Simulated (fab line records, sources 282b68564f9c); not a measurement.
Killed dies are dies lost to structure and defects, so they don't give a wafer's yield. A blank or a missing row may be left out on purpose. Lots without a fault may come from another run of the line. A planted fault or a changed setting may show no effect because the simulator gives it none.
fab line records | flow rit_cmos
record lots=13 wafers=39 last_day=7
route steps=202 shown CONTACT@182 M1@202
lots that met no fault: from a run of the same line without faults
start_h: hours from the record's first day to the start of the lot's first wafer shown | wait_h: hours since the lot's step before | " the same as in the row above | L1.1+2: a row that stands for several wafers | - no value, or no start given | * or withheld: withheld | < > ~ a bound
route shown NAME@n: a module of which the file shows steps, and the number in the route of the first | usual: mean/standard deviation of fault-free wafers | same: alike in all rows | chamber/n: place in a boat | sites: the reading at each site | _std_site: their standard deviation | _edge_site: outer sites' mean less inner sites' | radius_mm: how far each site lies from the wafer's centre | mask NAME#n: copy n | behind: the tool/chamber that last shaped the wafer | hold: why the lot was held/for how many hours/how that ended | device: the transistor (n, p or np) that didn't switch | end of line: the same wafers' tests at the end of the route | a step without rows: its recipe alone | killed: dies lost to structure and defects at the first sort, not the wafer's yield | map: a wafer's dies, x killed, . not, _ none there
set.NAME: the setting as run; set.NAME@STEP: as run at that earlier step | model.NAME: the simulator's own value behind a step, which no gauge read
steps of the route over a sample of lots; a table a step, a row a wafer
## steps
# step RIT_CONTACT_CLEAN_13
# recipe chemistry=SC1 mix=3:3:50 time_s=600 temp_c=75
# usual bath_guard_temp_C=75.2/0.45 bath_heat_duty_pct=15.9/1.6
# columns lot.wafer tool chamber start_h wait_h bath_guard_temp_C bath_heat_duty_pct
L814.3 wet_bench-02 2 63.97 0.1 74.9 14.1
L814.5 " 2 " " 74.8 15.6
L814.6 " 2 " " 75.0 15.9
L815.1 wet_bench-02 3 69.25 0.1 75.3 14.1
L815.3 " 3 " " 75.3 13.8
L815.6 " 3 " " 75.1 15.5
L816.1 wet_bench-03 2 73.13 0.1 75.0 17.3
L816.2 " 2 " " 75.3 15.5
L816.5 " 2 " " 74.7 16.7
L817.3 wet_bench-03 0 75.86 0.1 75.2 15.5
L817.4 " 0 " " 75.6 15.7
L817.6 " 0 " " 75.4 16.5
L818.2 wet_bench-02 3 82.42 0.1 75.1 14.6
L818.5 " 3 " " 74.9 13.9
L818.6 " 3 " " 75.0 14.4
L820.1 wet_bench-03 1 101.16 0.1 75.1 17.3
L820.2 " 1 " " 75.0 17.5
L820.6 " 1 " " 74.9 16.9
L822.2 wet_bench-02 2 105.99 0.1 74.8 15.2
L822.4 " 2 " " 74.8 14.7
L822.5 " 2 " " 74.9 16.1
L823.3 wet_bench-03 1 113.29 0.1 75.2 17.7
L823.5 " 1 " " 74.9 17.1
L823.6 " 1 " " 74.5 16.9
L824.1 wet_bench-02 2 124.75 0.1 74.9 14.6
L824.3 " 2 " " 74.8 15.1
L824.4 " 2 " " 75.1 15.8
L827.1 wet_bench-02 2 146.50 0.1 75.3 14.6
L827.3 " 2 " " 75.1 15.3
L827.6 " 2 " " 74.9 15.1
L829.1 wet_bench-03 2 152.11 0.1 75.0 15.9
L829.3 " 2 " " 75.0 16.2
L829.5 " 2 " " 75.0 16.3
L831.2 wet_bench-03 3 161.87 0.1 76.0 14.2
L831.3 " 3 " " 76.5 14.5
L831.5 " 3 " " 76.1 15.7
L835.2 wet_bench-03 2 173.27 0.1 74.7 15.2
L835.3 " 2 " " 75.3 16.1
L835.4 " 2 " " 74.8 15.1
# step RIT_M1_PROBE_99
# usual killed_at_contacts=0.1/0.28 killed_at_front_end=7.1/2.8 killed_dies=7.1/2.9 killed_on_rim=1.9/1.5 killed_open=3.4/2 killed_short=3.6/2.1
# same gross_dies=264 killed_at_M0_to_M3=0 killed_at_M4_up=0 killed_at_back_side=0 killed_at_other=0
# columns lot.wafer tool chamber start_h wait_h killed_at_contacts killed_at_front_end killed_dies killed_on_rim killed_open killed_short
L824.1 prober-02 - 129.46 0.1 0 4 4 2 2 2
L824.3 prober-02 - 129.56 0.2 0 3 3 0 2 1
L824.4 prober-02 - 129.61 0.2 0 6 6 2 4 2
L827.1 prober-01 - 151.15 0.1 15 6 21 10 4 2
L827.3 prober-01 - 151.25 0.2 15 7 22 8 4 3
L827.6 prober-01 - 151.40 0.2 16 8 24 9 6 2
# killed by level:class
L824.1 GATE:geometric_particle:open=2 SPACER:geometric_particle:short=2
L824.3 GATE:geometric_particle:open=2 SPACER:geometric_particle:short=1
L824.4 GATE:geometric_particle:open=2 FOX2:geometric_particle:short=1 REOX:geometric_particle:open=1 SPACER:geometric_particle:open=1 SPACER:geometric_particle:short=1
L827.1 CONTACT:unspecified=15 REOX:geometric_particle:open=2 FOX1:geometric_particle:open=1 FOX2:geometric_particle:open=1 REOX:geometric_particle:short=1 SPACER:geometric_particle:short=1
L827.3 CONTACT:unspecified=15 REOX:geometric_particle:open=2 FOX1:geometric_particle:open=1 FOX2:geometric_particle:open=1 GATE:geometric_particle:short=1 REOX:geometric_particle:short=1 SPACER:geometric_particle:short=1
L827.6 CONTACT:unspecified=16 FOX1:geometric_particle:open=2 GATE:geometric_particle:open=2 REOX:geometric_particle:short=2 SPACER:geometric_particle:open=1 SILICIDE:geometric_particle:open=1
## key
first_sign step=RIT_M1_PROBE_99 reading=killed_at_contacts direction=up sigmas=15 usual=0.1 struck=15.3
effect step=RIT_M1_PROBE_99 reading=killed_dies direction=up sigmas=5.3 usual=7.1 struck=22.3
met_at RIT_CONTACT_CLEAN_13
struck_lots L827
tester_left_out L827
onset_between 124.75 146.50
fault kind=chamber_particle_source tool=wet_bench-02 chamber=- onset_h=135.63 steps=RIT_CONTACT_CLEAN_13 rate_per_visit_cm2=0.6225 end_h=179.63
# tester_left_out: of these lots the tester's yield and bins aren't shown, on N5 and GAA mostly nor the transistor test; their killed dies are dies lost to structure and defects alone, not to doping, threshold or leakage, so they don't give the yield
